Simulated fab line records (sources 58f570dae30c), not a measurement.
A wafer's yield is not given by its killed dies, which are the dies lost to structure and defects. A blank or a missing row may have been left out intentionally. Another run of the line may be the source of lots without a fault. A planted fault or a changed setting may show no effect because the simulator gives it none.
What tool caused it? + flow berkeley-cmos170 + 42 wafers from 14 lots sampled at 4 of the route's 331 steps

WHAT THE GAUGES SHOWED, per wafer
UCB170_V1_CD_MEAS_12: target cd 700 nm.
| lot  | measured     | on        | cd-nm (nm)        |
|------|--------------|-----------|-------------------|
| L588 | day 8 04:24  | cd-sem-02 | 698.4 698.7 699.2 |
| L591 | day 8 13:23  | cd-sem-02 | 697.9 696.5 696.8 |
| L590 | day 8 13:57  | cd-sem-01 | 698.8 698.7 699.7 |
| L592 | day 8 20:45  | cd-sem-02 | 700.7 701.3 701.3 |
| L594 | day 9 06:27  | cd-sem-01 | 700.6 701.6 701.5 |
| L597 | day 9 06:16  | cd-sem-02 | 701.0 703.1 701.6 |
| L598 | day 9 18:22  | cd-sem-02 | 727.5 730.1 729.3 |
| L600 | day 9 17:56  | cd-sem-02 | 730.4 731.5 730.9 |
| L602 | day 10 18:51 | cd-sem-02 | 700.9 701.7 701.3 |
| L605 | day 10 21:02 | cd-sem-01 | 701.3 701.6 700.3 |
| L606 | day 11 16:05 | cd-sem-01 | 699.8 700.7 699.4 |
| L608 | day 11 15:41 | cd-sem-02 | 697.8 701.0 700.2 |
| L607 | day 11 15:28 | cd-sem-01 | 700.4 701.2 701.5 |
| L610 | day 11 22:54 | cd-sem-02 | 699.3 698.8 699.3 |

WHAT TOOL EACH LOT RAN ON (gives the tool, then ch and the chambers of the sampled wafers, and finally the start)
| lot  | UCB170_GATE_ETCH_14                | UCB170_V1_CVD_00               | UCB170_V1_SOFTBAKE_08             |
|------|------------------------------------|--------------------------------|-----------------------------------|
| L588 | rie-diel-04 ch 0,3, day 6 19:58    | pecvd-01 ch 1, day 8 00:42     | litho-track-03 ch 0, day 8 03:32  |
| L591 | rie-diel-03 ch 2,3, day 7 03:56    | pecvd-03 ch 0,1,2, day 8 11:03 | litho-track-02 ch 0, day 8 12:52  |
| L590 | rie-diel-01 ch 0,2,3, day 7 04:13  | pecvd-01 ch 0,1,2, day 8 10:58 | litho-track-01 ch 0, day 8 13:03  |
| L592 | rie-diel-04 ch 0,1,2, day 7 14:08  | pecvd-03 ch 1,2, day 8 17:24   | litho-track-01 ch 0, day 8 19:36  |
| L594 | rie-diel-03 ch 0,1,2, day 7 19:55  | pecvd-02 ch 0,1, day 9 04:07   | litho-track-03 ch 0, day 9 05:19  |
| L597 | rie-diel-04 ch 1,2,3, day 7 20:38  | pecvd-03 ch 0,1, day 9 04:07   | litho-track-01 ch 0, day 9 05:19  |
| L598 | rie-diel-03 ch 0,2,3, day 8 09:32  | pecvd-02 ch 0,1,2, day 9 16:02 | litho-track-01 ch 0, day 9 17:42  |
| L600 | rie-diel-01 ch 0,2,3, day 8 09:49  | pecvd-03 ch 0,1, day 9 16:02   | litho-track-01 ch 0, day 9 17:16  |
| L602 | rie-diel-03 ch 0,1,3, day 9 08:11  | pecvd-01 ch 1, day 10 15:10    | litho-track-02 ch 0, day 10 18:10 |
| L605 | rie-diel-04 ch 1,3, day 9 08:50    | pecvd-03 ch 0,1, day 10 18:07  | litho-track-02 ch 0, day 10 20:20 |
| L606 | rie-diel-04 ch 0,1,2, day 10 04:18 | pecvd-03 ch 1,2, day 11 13:46  | litho-track-02 ch 0, day 11 15:17 |
| L608 | rie-diel-03 ch 0,1,3, day 10 04:32 | pecvd-03 ch 0,1, day 11 13:37  | litho-track-03 ch 0, day 11 15:02 |
| L607 | rie-diel-04 ch 0,1,2, day 10 04:54 | pecvd-01 ch 1,2, day 11 13:37  | litho-track-02 ch 0, day 11 14:49 |
| L610 | rie-diel-04 ch 0,1,2, day 10 15:17 | pecvd-01 ch 0,2, day 11 20:45  | litho-track-03 ch 0, day 11 22:14 |
- UCB170_GATE_ETCH_14: etches BARC in N2/H2.
- UCB170_V1_CVD_00: deposits SiO2 from TEOS/O2, target thk 2000 nm, time 250 s.
- UCB170_V1_SOFTBAKE_08: time 60 s.

WHAT THE TOOLS THEMSELVES READ (means of the sampled wafers that have a number; where no wafer has one, the mark that the record gives instead)
UCB170_GATE_ETCH_14.
| lot  | tool        | drypump-motor-current-A (A) | oes-product-au (a.u.) | rf-fwd-power-W (W) | throttle-valve-pct (%) |
|------|-------------|-----------------------------|-----------------------|--------------------|------------------------|
| L588 | rie-diel-04 | 5.9                         | 0.998                 | 495.5              | 13.11                  |
| L591 | rie-diel-03 | 5.6                         | 1.017                 | 495.8              | 13.39                  |
| L590 | rie-diel-01 | 5.8                         | 1.001                 | 494.6              | 13.40                  |
| L592 | rie-diel-04 | 5.7                         | 1.007                 | 494.8              | 13.29                  |
| L594 | rie-diel-03 | 5.7                         | 1.010                 | 492.4              | 13.33                  |
| L597 | rie-diel-04 | 6.0                         | 0.991                 | 495.0              | 13.16                  |
| L598 | rie-diel-03 | 5.7                         | 1.025                 | 495.4              | 13.47                  |
| L600 | rie-diel-01 | 5.8                         | 1.000                 | 494.8              | 13.41                  |
| L602 | rie-diel-03 | 5.6                         | 1.001                 | 493.4              | 13.45                  |
| L605 | rie-diel-04 | 6.2                         | 0.974                 | 494.2              | 12.97                  |
| L606 | rie-diel-04 | 5.7                         | 0.993                 | 494.8              | 13.28                  |
| L608 | rie-diel-03 | 5.6                         | 1.000                 | 494.2              | 13.46                  |
| L607 | rie-diel-04 | 5.7                         | 1.007                 | 495.2              | 13.29                  |
| L610 | rie-diel-04 | 5.7                         | 1.004                 | 494.4              | 13.28                  |

UCB170_V1_CVD_00.
| lot  | tool     | heater-power-w (W) | rf-fwd-power-W (W) |
|------|----------|--------------------|--------------------|
| L588 | pecvd-01 | 280                | 548.9              |
| L591 | pecvd-03 | 235                | 547.3              |
| L590 | pecvd-01 | 225                | 547.5              |
| L592 | pecvd-03 | 233                | 547.8              |
| L594 | pecvd-02 | 209                | 548.3              |
| L597 | pecvd-03 | 247                | 549.3              |
| L598 | pecvd-02 | 239                | 550.1              |
| L600 | pecvd-03 | 255                | 547.2              |
| L602 | pecvd-01 | 251                | 551.9              |
| L605 | pecvd-03 | 278                | 549.0              |
| L606 | pecvd-03 | 225                | 547.7              |
| L608 | pecvd-03 | 264                | 548.4              |
| L607 | pecvd-01 | 225                | 549.7              |
| L610 | pecvd-01 | 236                | 550.5              |

UCB170_V1_SOFTBAKE_08.
| lot  | tool           | exhaust-pa (Pa) | heater-power-total-W (W) | plate-temp-C (C) |
|------|----------------|-----------------|--------------------------|------------------|
| L588 | litho-track-03 | 44.7            | 56.80                    | 130.03           |
| L591 | litho-track-02 | 44.9            | 56.78                    | 130.10           |
| L590 | litho-track-01 | 46.0            | 56.77                    | 130.09           |
| L592 | litho-track-01 | 45.6            | 56.75                    | 129.86           |
| L594 | litho-track-03 | 44.4            | 56.77                    | 129.84           |
| L597 | litho-track-01 | 45.4            | 56.82                    | 130.00           |
| L598 | litho-track-01 | 46.0            | 62.77                    | 140.49           |
| L600 | litho-track-01 | 45.7            | 62.75                    | 140.28           |
| L602 | litho-track-02 | 44.3            | 56.81                    | 129.93           |
| L605 | litho-track-02 | 44.7            | 56.78                    | 129.97           |
| L606 | litho-track-02 | 44.9            | 56.79                    | 129.98           |
| L608 | litho-track-03 | 44.7            | 56.83                    | 130.09           |
| L607 | litho-track-02 | 45.0            | 56.78                    | 130.10           |
| L610 | litho-track-03 | 44.4            | 56.76                    | 130.01           |

THE ANSWER, worked out from the rows above alone
Rule: the lots themselves supply what counts as usual. The widest of any qualifying gaps counts: lots, ordered by their means at a reading, are off when they make up no more than a third of the lots, leave a main group of 4 or more, and stand apart from it by 3 or more times the standard deviation of that group's means. A main group is skipped when, at the precision printed for the reading in the tables above, its means are all equal. A lot without any number at a reading at which 4 lots or more have one is off too. Where the step has rows for the other lots, those lots are counted as sound. After the gauges, taken in route order, come the tools' own readings; for these a lot's mean is taken, as printed above. At the first step where some lot is off, the reading lying furthest off is the one used; lots without a number count as furthest.
Off: L598, L600 (UCB170_V1_CD_MEAS_12, cd-nm). The main group: mean 700.1 nm, standard deviation 1.4.
A tool fits if, at a process step before that reading, it ran every lot that is off, and no sound lot after the first of them. Not tried: the gauges at UCB170_V1_CD_MEAS_12; whatever is off there is also off at UCB170_V1_SOFTBAKE_08, on other tools, and gauge error can't account for it. One candidate fits, namely litho-track-01 at UCB170_V1_SOFTBAKE_08. Its last sound lot is L597 (day 9 05:19), its first lot that is off L600 (day 9 17:16): a fault that began between those two fits.
The tool's own readings at UCB170_V1_SOFTBAKE_08 bear it out: on the lots that are off they differ by more than 5 times the standard deviation of the sound lots' means. heater-power-total-W reads 62.76 W there against 56.79 W on the sound lots; plate-temp-C reads 140.38 C there against 130.00 C on the sound lots.

WHAT THE SIMULATOR HAD INSERTED
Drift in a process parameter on litho-track-01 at UCB170_V1_SOFTBAKE_08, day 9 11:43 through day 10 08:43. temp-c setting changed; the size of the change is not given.
Struck lots among those shown: L600, L598. The rule given above showed the same thing.
